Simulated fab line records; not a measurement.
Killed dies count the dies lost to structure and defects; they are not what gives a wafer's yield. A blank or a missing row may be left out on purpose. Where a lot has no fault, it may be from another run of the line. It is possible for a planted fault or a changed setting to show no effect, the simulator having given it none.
Which tool did it?	flow ritCmos	14 lots with 42 wafers sampled at 2 steps, on a route of 202 steps

WHAT THE GAUGES READ, wafer by wafer
No reading from a measuring or inspecting step in the record can be judged against a usual standard deviation.

WHAT TOOL EACH LOT RAN ON (gives the tool, then ch and the chambers of the sampled wafers, and finally the start)
lot	RIT_GATE_STRIP_20	RIT_M1_PROBE_99
L351	plasmaAsher-03 ch 0,1, day 2 21:07	-
L352	plasmaAsher-03 ch 0,1, day 3 01:01	-
L355	plasmaAsher-03 ch 0,1, day 3 15:32	-
L356	plasmaAsher-03 ch 1, day 4 02:37	-
L358	plasmaAsher-03 ch 0,1, day 4 05:39	-
L359	plasmaAsher-02 ch 0, day 4 14:35	-
L360	plasmaAsher-01 ch 0,1, day 4 20:48	prober-01, day 5 16:51
L363	plasmaAsher-03 ch 0,1, day 5 12:20	-
L364	plasmaAsher-03 ch 0,1, day 5 17:43	-
L366	plasmaAsher-02 ch 1, day 5 22:41	-
L369	plasmaAsher-01 ch 0,1, day 6 14:43	-
L371	plasmaAsher-01 ch 0,1, day 7 10:09	-
L373	plasmaAsher-02 ch 0,1, day 7 10:22	-
L372	plasmaAsher-01 ch 0,1, day 7 10:39	-
- RIT_GATE_STRIP_20: strips in O2, time 180 s.
- RIT_M1_PROBE_99

AS READ BY THE TOOLS THEMSELVES (means over the sampled wafers that have a number; for cases with no such wafer, the mark the record gives instead)
RIT_GATE_STRIP_20. Usual: drypumpMotorCurrentA 5.4 A, standard deviation 0.53; o2FlowSccm 4001 sccm, standard deviation 13.
lot	tool	drypumpMotorCurrentA (A)	o2FlowSccm (sccm)	flag
L351	plasmaAsher-03	5.6	4011	
L352	plasmaAsher-03	5.6	3991	
L355	plasmaAsher-03	5.6	3999	
L356	plasmaAsher-03	5.7	4013	
L358	plasmaAsher-03	5.6	3999	
L359	plasmaAsher-02	5.1	4000	
L360	plasmaAsher-01	5.4	3999	
L363	plasmaAsher-03	5.7	4280	OFF
L364	plasmaAsher-03	5.7	4270	OFF
L366	plasmaAsher-02	4.7	4016	
L369	plasmaAsher-01	5.4	4019	
L371	plasmaAsher-01	5.8	3995	
L373	plasmaAsher-02	5.0	3999	
L372	plasmaAsher-01	5.9	4000	

RIT_M1_PROBE_99. Usual: killedAtContacts 0.1, standard deviation 0.28; killedAtFrontEnd 7.0, standard deviation 2.9; killedDies 7.0, standard deviation 2.9; killedOpen 3.4, standard deviation 2.1; killedShort 3.6, standard deviation 1.7.
lot	tool	killedAtContacts	killedAtFrontEnd	killedDies	killedOpen	killedShort	flag
L360	prober-01	0.0	6.3	6.3	4.3	2.0	

THE ANSWER, worked out from the rows above alone
Rule: take the mean of a lot's wafers that have a number; if it is more than 3 standard deviations from the usual mean, the lot is off. Also off: a lot with no number at a reading for which 4 or more lots have one. All remaining lots with rows at the step are treated as sound. After the gauges, taken in route order, come the tools' own readings; for these a lot's mean is taken, as printed above. The first step at which some lot is off is used, and at that step the reading that is off furthest; a lot without a number counts as furthest.
Off: L363, L364, at RIT_GATE_STRIP_20 (o2FlowSccm).
If a tool, at that step or one of the process steps before it, ran each lot that is off and ran no sound lot following the first of them, it fits. One fits: RIT_GATE_STRIP_20 on plasmaAsher-03. A fault onset in the window from L358 (day 4 05:39, its last sound lot) to L363 (day 5 12:20, its first lot off) fits.
The tool's own readings at RIT_GATE_STRIP_20 bear it out: on the lots that are off they differ by more than 5 times the standard deviation of the sound lots' means. o2FlowSccm reads 4275 sccm there against 4003 sccm on the sound lots.

WHAT THE SIMULATOR HAD PUT IN
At RIT_GATE_STRIP_20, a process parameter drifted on plasmaAsher-03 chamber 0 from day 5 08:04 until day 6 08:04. Setting o2FlowSccm, moved by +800, from 4000. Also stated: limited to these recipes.
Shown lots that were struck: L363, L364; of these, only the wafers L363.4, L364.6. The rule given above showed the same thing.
